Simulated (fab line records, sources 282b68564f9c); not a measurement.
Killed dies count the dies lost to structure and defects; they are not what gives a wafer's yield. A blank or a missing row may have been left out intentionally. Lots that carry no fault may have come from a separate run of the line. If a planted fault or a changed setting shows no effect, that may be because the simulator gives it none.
Struck lot and sound lot, side by side || flow ritCmos || 34 steps out of a route of 202
Sound: these wafers, L469.2, L469.3, L469.6. Wafers L485.1, L485.3, L485.4 were the ones struck. The cause is given at the end.
Order at every step that has rows: each side's tool, ch and its chambers, its first start. Under that, the readings that differ: sound wafers || struck wafers || difference of the means || sigmas: that difference in standard deviations of wafers without a fault.
alike: readings whose means differ by less than 2 such deviations, and words and numbers that are the same on both sides. not compared: withheld readings, readings that some wafer has no value for, bounds like >300 that may hide the same value, and numbers for which the record gives no deviation and whose values overlap.
The two part at a step that has a row with sigmas, a row that says differs or no value, or rows on one side only. Numbers that don't overlap but have no deviation are shown without sigmas and don't part them. A reading missing from all wafers of one side parts the sides only when that side holds two or more wafers.

first, 2 steps without rows for these wafers: RIT_SPACER_CLEAN_02 (cleans in SC2, time 600 s); RIT_SPACER_CVD_03 (deposits Si3N4 from SiH2Cl2/NH3, target thk 250 nm, time 3300 s).
RIT_SPACER_THK_MEAS_04:
  sound on filmMetro-04, day 4 03:08; struck on filmMetro-02, day 7 12:41
{"reading": "SPACER_NITRIDE_THK (nm)", "sound": "248.8 249.0 249.8", "struck": "254.4 254.1 253.5", "difference": "+4.8", "sigmas": "+2"}
RIT_SPACER_ETCHBACK_05: etches Si3N4 in SF6/CHF3, stops on SiO2, target depth 250 nm, time 240 s.
  sound on rieDiel-03 ch 0,3, day 4 03:11; struck on rieDiel-04 ch 0,1,2, day 7 12:45
  alike: drypumpMotorCurrentA, oesProductAu, throttleValvePct
  not compared: rfHoursCounterH
then, 6 steps without rows for these wafers: RIT_NSD_HMDS_00 (prime time 60 s); RIT_NSD_COAT_01 (resist thk 1000 nm); RIT_NSD_SOFTBAKE_02 (time 60 s); RIT_NSD_EXPOSE_03 (exposes mask M9, target cd 40700 nm); RIT_NSD_PEB_04; RIT_NSD_DEVELOP_05 (develop time 50 s).
RIT_NSD_OVL_MEAS_06:
  sound on overlay-01, day 4 04:11; struck on overlay-01, day 7 13:53
  alike: NSD_OVL
then, 1 step without rows for these wafers: RIT_NSD_HARDBAKE_07 (time 60 s).
RIT_NSD_IMPLANT_08:
  sound on implanter-03 ch 0, day 4 04:23; struck on implanter-03 ch 0, day 7 14:04
{"reading": "beamEnergyKeV", "sound": "25.002 25.000 25.004", "struck": "23.032 23.032 23.038", "difference": -1.968, "sigmas": "-99 or more"}
{"reading": "model.implant.rpNm (nm)", "sound": "32.09 32.09 32.09", "struck": "31.16 31.16 31.16", "difference": -0.93, "sigmas": ""}
{"reading": "model.implant.drpNm (nm)", "sound": "14.84 14.84 14.84", "struck": "14.12 14.12 14.12", "difference": -0.72, "sigmas": ""}
RIT_NSD_STRIP_09: strips in O2, time 180 s.
  sound on plasmaAsher-04 ch 0, day 4 04:31; struck on plasmaAsher-02 ch 0,1, day 7 14:13
{"reading": "drypumpMotorCurrentA (A)", "sound": "5.2 5.3 5.3", "struck": "6.4 5.5 6.4", "difference": "+0.8", "sigmas": "+2"}
  not compared: rfHoursCounterH
RIT_NSD_TW_MEAS_10:
  sound on filmMetro-03, day 4 04:42; struck on filmMetro-04, day 7 14:23
{"reading": "NSD_TW", "sound": "3158 3161 3152", "struck": "2973 3004 2999", "difference": -165, "sigmas": -5}
then, 6 steps without rows for these wafers: RIT_PSD_HMDS_00 (prime time 60 s); RIT_PSD_COAT_01 (resist thk 1000 nm); RIT_PSD_SOFTBAKE_02 (time 60 s); RIT_PSD_EXPOSE_03 (exposes mask M10, target cd 40900 nm); RIT_PSD_PEB_04; RIT_PSD_DEVELOP_05 (develop time 50 s).
RIT_PSD_OVL_MEAS_06:
  sound on overlay-02, day 4 05:44; struck on overlay-02, day 7 15:32
  alike: PSD_OVL
then, 2 steps without rows for these wafers: RIT_PSD_HARDBAKE_07 (time 60 s); RIT_PSD_IMPLANT_08.
RIT_PSD_STRIP_09: strips in O2, time 180 s.
  sound on plasmaAsher-01 ch 0,1, day 4 06:04; struck on plasmaAsher-04 ch 0,1, day 7 15:52
  alike: drypumpMotorCurrentA
  not compared: rfHoursCounterH
RIT_PSD_TW_MEAS_10:
  sound on filmMetro-04, day 4 06:14; struck on filmMetro-01, day 7 16:03
{"reading": "PSD_TW", "sound": "3359 3357 3343", "struck": "3503 3498 3508", "difference": "+150", "sigmas": "+3"}
then, 3 steps without rows for these wafers: RIT_SDANNEAL_CLEAN_00 (cleans in SC1, time 600 s); RIT_SDANNEAL_CLEAN_01 (cleans in dHF, time 30 s); RIT_SDANNEAL_CLEAN_02 (cleans in SC2, time 600 s).
RIT_SDANNEAL_RTA_03: time 5 s.
  sound on rtpAnneal-02 ch 0, day 4 06:40; struck on rtpAnneal-02 ch 0, day 7 16:31
  alike: annealTempCMax, wafer_temp_C_max
RIT_SDANNEAL_RS_MEAS_04: a four-point-probe measurement.
  sound on filmMetro-03, day 4 06:44; struck on filmMetro-03, day 7 16:34
{"reading": "PSD_RS (ohm/sq)", "sound": "115.7 115.8 115.6", "struck": "116.7 116.6 116.4", "difference": "+0.9", "sigmas": "+3"}
RIT_SDANNEAL_RS_MEAS_05: a four-point-probe measurement.
  sound on filmMetro-03, day 4 06:52; struck on filmMetro-03, day 7 16:41
{"reading": "NSD_RS (ohm/sq)", "sound": "84.0 84.2 84.3", "struck": "85.6 85.7 86.0", "difference": "+1.6", "sigmas": "+5"}
RIT_SDANNEAL_RS_MEAS_06: a four-point-probe measurement.
  sound on filmMetro-03, day 4 06:59; struck on filmMetro-03, day 7 16:48
  alike: PLDD_RS
RIT_M1_PROBE_99:
  sound on prober-02, day 4 14:14; struck on prober-02, day 8 00:12
{"reading": "model.etest.contactNplus.endOhmUm", "sound": "42.52 41.7 43.33", "struck": "43.6 44.51 43.42", "difference": "+1.3", "sigmas": ""}
  alike: killed_at_M0_to_M3, killedAtContacts, killedAtFrontEnd, killedDies, killedOpen, killedShort

## WHERE THEY PART
Last at RIT_SDANNEAL_RS_MEAS_05 as far as this record goes, first at RIT_SPACER_THK_MEAS_04. Later steps at which nothing parts them and some readings are alike: RIT_SDANNEAL_RS_MEAS_06, RIT_M1_PROBE_99.

WHY: the cause the simulator had injected
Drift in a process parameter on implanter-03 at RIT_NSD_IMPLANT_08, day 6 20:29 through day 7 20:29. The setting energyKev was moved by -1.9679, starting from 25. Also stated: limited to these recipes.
